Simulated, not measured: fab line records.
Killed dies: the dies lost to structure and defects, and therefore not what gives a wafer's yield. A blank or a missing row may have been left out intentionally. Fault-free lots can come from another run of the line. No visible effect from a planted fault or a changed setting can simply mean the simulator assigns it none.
Split-lot experiment || flow ritCmos || 5 lots, 23 wafers read, on a route of 202 steps

## ON THE SPLIT
At RIT_REOX_OXIDATION_03 (target thk 25.2 nm, ox time 5580 s), the setting oxTimeS was moved away from the recipe's 5580 s on 15 of the 23 wafers read, by -12.3% to +8.0%. For the rest of the wafers, this setting stayed at what the recipe calls for.

No step appears in the file between the split and the reading.

## THE READING
REOX_OXIDE_THK in nanometres, read at RIT_REOX_THK_MEAS_04. A value of 25.4 nm with a standard deviation of 0.45 nm is what fault-free wafers of this fab line usually give.

{"wafer": "L075.1", "tool, chamber at the split": "furnace-04, 0", "oxTimeS as run, s": 5580, "against the recipe": "recipe", "REOX_OXIDE_THK, nm": 25.9, "against lot-mates on the recipe": "-"}
{"wafer": "L075.2", "tool, chamber at the split": "furnace-04, 0", "oxTimeS as run, s": 5580, "against the recipe": "recipe", "REOX_OXIDE_THK, nm": 25.5, "against lot-mates on the recipe": "-"}
{"wafer": "L075.3", "tool, chamber at the split": "furnace-04, 0", "oxTimeS as run, s": 5580, "against the recipe": "recipe", "REOX_OXIDE_THK, nm": 25.4, "against lot-mates on the recipe": "-"}
{"wafer": "L077.1", "tool, chamber at the split": "-, -", "oxTimeS as run, s": 6029, "against the recipe": "+8.0%", "REOX_OXIDE_THK, nm": 26.6, "against lot-mates on the recipe": "no lot-mate on the recipe"}
{"wafer": "L077.3", "tool, chamber at the split": "-, -", "oxTimeS as run, s": 6029, "against the recipe": "+8.0%", "REOX_OXIDE_THK, nm": 26.6, "against lot-mates on the recipe": "no lot-mate on the recipe"}
{"wafer": "L077.4", "tool, chamber at the split": "-, -", "oxTimeS as run, s": 6029, "against the recipe": "+8.0%", "REOX_OXIDE_THK, nm": 26.5, "against lot-mates on the recipe": "no lot-mate on the recipe"}
{"wafer": "L077.5", "tool, chamber at the split": "-, -", "oxTimeS as run, s": 6029, "against the recipe": "+8.0%", "REOX_OXIDE_THK, nm": 26.1, "against lot-mates on the recipe": "no lot-mate on the recipe"}
{"wafer": "L077.6", "tool, chamber at the split": "-, -", "oxTimeS as run, s": 6029, "against the recipe": "+8.0%", "REOX_OXIDE_THK, nm": 25.9, "against lot-mates on the recipe": "no lot-mate on the recipe"}
{"wafer": "L078.2", "tool, chamber at the split": "-, -", "oxTimeS as run, s": 5580, "against the recipe": "recipe", "REOX_OXIDE_THK, nm": 25.4, "against lot-mates on the recipe": "-"}
{"wafer": "L078.3", "tool, chamber at the split": "-, -", "oxTimeS as run, s": 5580, "against the recipe": "recipe", "REOX_OXIDE_THK, nm": 25.4, "against lot-mates on the recipe": "-"}
{"wafer": "L078.4", "tool, chamber at the split": "-, -", "oxTimeS as run, s": 5580, "against the recipe": "recipe", "REOX_OXIDE_THK, nm": 25.5, "against lot-mates on the recipe": "-"}
{"wafer": "L078.5", "tool, chamber at the split": "-, -", "oxTimeS as run, s": 5580, "against the recipe": "recipe", "REOX_OXIDE_THK, nm": 24.9, "against lot-mates on the recipe": "-"}
{"wafer": "L078.6", "tool, chamber at the split": "-, -", "oxTimeS as run, s": 5580, "against the recipe": "recipe", "REOX_OXIDE_THK, nm": 25.7, "against lot-mates on the recipe": "-"}
{"wafer": "L080.1", "tool, chamber at the split": "-, -", "oxTimeS as run, s": 5194, "against the recipe": "-6.9%", "REOX_OXIDE_THK, nm": 24.4, "against lot-mates on the recipe": "no lot-mate on the recipe"}
{"wafer": "L080.2", "tool, chamber at the split": "-, -", "oxTimeS as run, s": 5194, "against the recipe": "-6.9%", "REOX_OXIDE_THK, nm": 24.0, "against lot-mates on the recipe": "no lot-mate on the recipe"}
{"wafer": "L080.3", "tool, chamber at the split": "-, -", "oxTimeS as run, s": 5194, "against the recipe": "-6.9%", "REOX_OXIDE_THK, nm": 23.8, "against lot-mates on the recipe": "no lot-mate on the recipe"}
{"wafer": "L080.4", "tool, chamber at the split": "-, -", "oxTimeS as run, s": 5194, "against the recipe": "-6.9%", "REOX_OXIDE_THK, nm": 23.9, "against lot-mates on the recipe": "no lot-mate on the recipe"}
{"wafer": "L080.6", "tool, chamber at the split": "-, -", "oxTimeS as run, s": 5194, "against the recipe": "-6.9%", "REOX_OXIDE_THK, nm": 24.3, "against lot-mates on the recipe": "no lot-mate on the recipe"}
{"wafer": "L084.1", "tool, chamber at the split": "-, -", "oxTimeS as run, s": 4894, "against the recipe": "-12.3%", "REOX_OXIDE_THK, nm": 22.7, "against lot-mates on the recipe": "no lot-mate on the recipe"}
{"wafer": "L084.3", "tool, chamber at the split": "-, -", "oxTimeS as run, s": 4894, "against the recipe": "-12.3%", "REOX_OXIDE_THK, nm": 22.7, "against lot-mates on the recipe": "no lot-mate on the recipe"}
{"wafer": "L084.4", "tool, chamber at the split": "-, -", "oxTimeS as run, s": 4894, "against the recipe": "-12.3%", "REOX_OXIDE_THK, nm": 22.7, "against lot-mates on the recipe": "no lot-mate on the recipe"}
{"wafer": "L084.5", "tool, chamber at the split": "-, -", "oxTimeS as run, s": 4894, "against the recipe": "-12.3%", "REOX_OXIDE_THK, nm": 22.6, "against lot-mates on the recipe": "no lot-mate on the recipe"}
{"wafer": "L084.6", "tool, chamber at the split": "-, -", "oxTimeS as run, s": 4894, "against the recipe": "-12.3%", "REOX_OXIDE_THK, nm": 22.5, "against lot-mates on the recipe": "no lot-mate on the recipe"}

THE FIT
A straight line over all 23 wafers: REOX_OXIDE_THK changes by +0.183 nm for each +1% of oxTimeS; r = +0.96; the points scatter about the line by 0.38 nm.
Too few moved wafers have a lot-mate on the recipe to fit a line with each lot's own level taken away.

## THE WHOLE CHAIN: every reading that the file lists as answering this split, in the file's order
{"step": "RIT_REOX_OXIDATION_03", "what it does": "target thk 25.2 nm, ox time 5580 s", "reading": "SiO2_of_REOX_OXIDATION_03.thkNm (the simulator's own value, which no gauge read)", "change (the file's fit)": "+0.183 nm for each +1% of the setting", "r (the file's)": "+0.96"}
{"step": "RIT_REOX_THK_MEAS_04", "what it does": "", "reading": "REOX_OXIDE_THK", "change (the file's fit)": "+0.182 for each +1% of the setting", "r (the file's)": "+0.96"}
{"step": "RIT_SPACER_CLEAN_00", "what it does": "cleans in SC1, time 600 s", "reading": "SiO2_of_REOX_OXIDATION_03.thkNm (the simulator's own value, which no gauge read)", "change (the file's fit)": "+0.171 nm for each +1% of the setting", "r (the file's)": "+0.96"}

## THE FILE'S OWN FIT
REOX_OXIDE_THK changes by +0.182 nm for each +1% of oxTimeS, r = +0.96.
